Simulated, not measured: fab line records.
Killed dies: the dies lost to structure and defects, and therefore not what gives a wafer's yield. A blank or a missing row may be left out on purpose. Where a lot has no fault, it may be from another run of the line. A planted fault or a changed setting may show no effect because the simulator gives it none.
Tool commonality check / flow berkeley_cmos170 / 13 lots, 39 wafers sampled

WHY THIS WAS OPENED
1 of 13 lots carry a flag on the reading ACTIVE_NITRIDE_THK at UCB170_ACTIVE_THK_MEAS_06. No-fault wafers: 209.6 nm, standard deviation 1.8.
Rule: a lot is flagged in two cases, either no wafer of it has a number, or all its wafers with numbers fall more than 4 standard deviations from that mean. All remaining lots are regarded as sound.

lot=L463; measured=day 4 02:17; on=film_metro-02; ACTIVE_NITRIDE_THK (nm), wafer by wafer=213.8 214.7 213.5; flag=
lot=L462; measured=day 4 02:18; on=film_metro-01; ACTIVE_NITRIDE_THK (nm), wafer by wafer=208.5 208.5 208.7; flag=
lot=L464; measured=day 4 18:13; on=film_metro-02; ACTIVE_NITRIDE_THK (nm), wafer by wafer=208.7 212.3 212.0; flag=
lot=L465; measured=day 4 23:38; on=film_metro-04; ACTIVE_NITRIDE_THK (nm), wafer by wafer=208.6 210.0 210.2; flag=
lot=L466; measured=day 5 09:43; on=film_metro-02; ACTIVE_NITRIDE_THK (nm), wafer by wafer=210.6 212.9 211.7; flag=
lot=L469; measured=day 5 17:31; on=film_metro-01; ACTIVE_NITRIDE_THK (nm), wafer by wafer=210.5 211.9 212.1; flag=
lot=L470; measured=day 6 03:14; on=film_metro-02; ACTIVE_NITRIDE_THK (nm), wafer by wafer=209.4 211.9 211.0; flag=
lot=L475; measured=day 7 00:17; on=film_metro-02; ACTIVE_NITRIDE_THK (nm), wafer by wafer=403.3 404.1 403.8; flag=FLAGGED
lot=L477; measured=day 7 07:39; on=film_metro-02; ACTIVE_NITRIDE_THK (nm), wafer by wafer=207.6 209.7 209.1; flag=
lot=L480; measured=day 7 16:36; on=film_metro-01; ACTIVE_NITRIDE_THK (nm), wafer by wafer=209.1 210.4 209.2; flag=
lot=L479; measured=day 7 16:38; on=film_metro-02; ACTIVE_NITRIDE_THK (nm), wafer by wafer=211.4 209.5 207.6; flag=
lot=L481; measured=day 8 05:46; on=film_metro-02; ACTIVE_NITRIDE_THK (nm), wafer by wafer=207.5 208.1 206.3; flag=
lot=L482; measured=day 8 05:46; on=film_metro-01; ACTIVE_NITRIDE_THK (nm), wafer by wafer=208.6 208.2 208.8; flag=
Flagged lots average 403.7 nm: +194.1 nm relative to the usual, that is +99 or more standard deviations.

TOOL THAT RAN EACH LOT
The record holds 1 process step before the reading, out of a route of 331 steps. Cell contents, in order: the tool; ch with the chambers the sampled wafers went through; the start.
lot=L463; flag=; UCB170_ACTIVE_CVD_05=lpcvd-01 ch 0, day 4 00:23
lot=L462; flag=; UCB170_ACTIVE_CVD_05=lpcvd-01 ch 0, day 4 00:23
lot=L464; flag=; UCB170_ACTIVE_CVD_05=lpcvd-01 ch 0, day 4 16:17
lot=L465; flag=; UCB170_ACTIVE_CVD_05=lpcvd-02 ch 0, day 4 21:43
lot=L466; flag=; UCB170_ACTIVE_CVD_05=lpcvd-01 ch 1, day 5 07:48
lot=L469; flag=; UCB170_ACTIVE_CVD_05=lpcvd-02 ch 1, day 5 15:35
lot=L470; flag=; UCB170_ACTIVE_CVD_05=lpcvd-01 ch 1, day 6 01:19
lot=L475; flag=FLAGGED; UCB170_ACTIVE_CVD_05=lpcvd-02 ch 0, day 6 22:22
lot=L477; flag=; UCB170_ACTIVE_CVD_05=lpcvd-01 ch 1, day 7 05:44
lot=L480; flag=; UCB170_ACTIVE_CVD_05=lpcvd-01 ch 0, day 7 13:41
lot=L479; flag=; UCB170_ACTIVE_CVD_05=lpcvd-01 ch 0, day 7 13:41
lot=L481; flag=; UCB170_ACTIVE_CVD_05=lpcvd-01 ch 1, day 8 03:49
lot=L482; flag=; UCB170_ACTIVE_CVD_05=lpcvd-01 ch 0, day 8 03:49
These steps, and what they do:
- UCB170_ACTIVE_CVD_05: deposits Si3N4 from SiH2Cl2/NH3, target thk 220 nm, time 3150 s.
- UCB170_ACTIVE_THK_MEAS_06

FLAGGED AGAINST TOTAL, ONE TOOL AT A TIME (gauges that did the reading follow at the end)
step=UCB170_ACTIVE_CVD_05; tool=lpcvd-01; lots run=10; flagged=0; share of the flagged lots=none; sound lots run after its first flagged lot=-
step=UCB170_ACTIVE_CVD_05; tool=lpcvd-02; lots run=3; flagged=1; share of the flagged lots=all; sound lots run after its first flagged lot=0
step=UCB170_ACTIVE_THK_MEAS_06; tool=film_metro-01; lots run=4; flagged=0; share of the flagged lots=none; sound lots run after its first flagged lot=-
step=UCB170_ACTIVE_THK_MEAS_06; tool=film_metro-02; lots run=8; flagged=1; share of the flagged lots=all; sound lots run after its first flagged lot=3 (L477,L479,L481)
step=UCB170_ACTIVE_THK_MEAS_06; tool=film_metro-04; lots run=1; flagged=0; share of the flagged lots=none; sound lots run after its first flagged lot=-

WHAT THE TABLE ALLOWS
lpcvd-02 at UCB170_ACTIVE_CVD_05 and film_metro-02 at UCB170_ACTIVE_THK_MEAS_06 are the 2 rows of the table that ran each flagged lot.
- lpcvd-02 at UCB170_ACTIVE_CVD_05: 1 of its 3 lots flagged. A fault beginning between L469 (day 5 15:35), its last sound lot, and L475 (day 6 22:22), its first flagged one, fits the data.
- film_metro-02 at UCB170_ACTIVE_THK_MEAS_06: 1 of its 8 lots flagged. Sound lots ran on it after the first flagged one (L477, L479, L481), which a lasting fault on the whole tool wouldn't allow.
lpcvd-02 at UCB170_ACTIVE_CVD_05 is the single tool remaining.

WHAT THE SIMULATOR PUT IN
lpcvd-02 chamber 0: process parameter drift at UCB170_ACTIVE_CVD_05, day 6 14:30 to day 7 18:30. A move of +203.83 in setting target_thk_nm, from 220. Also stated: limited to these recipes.
Lots struck among those shown: L475. The same result came from the rule above.
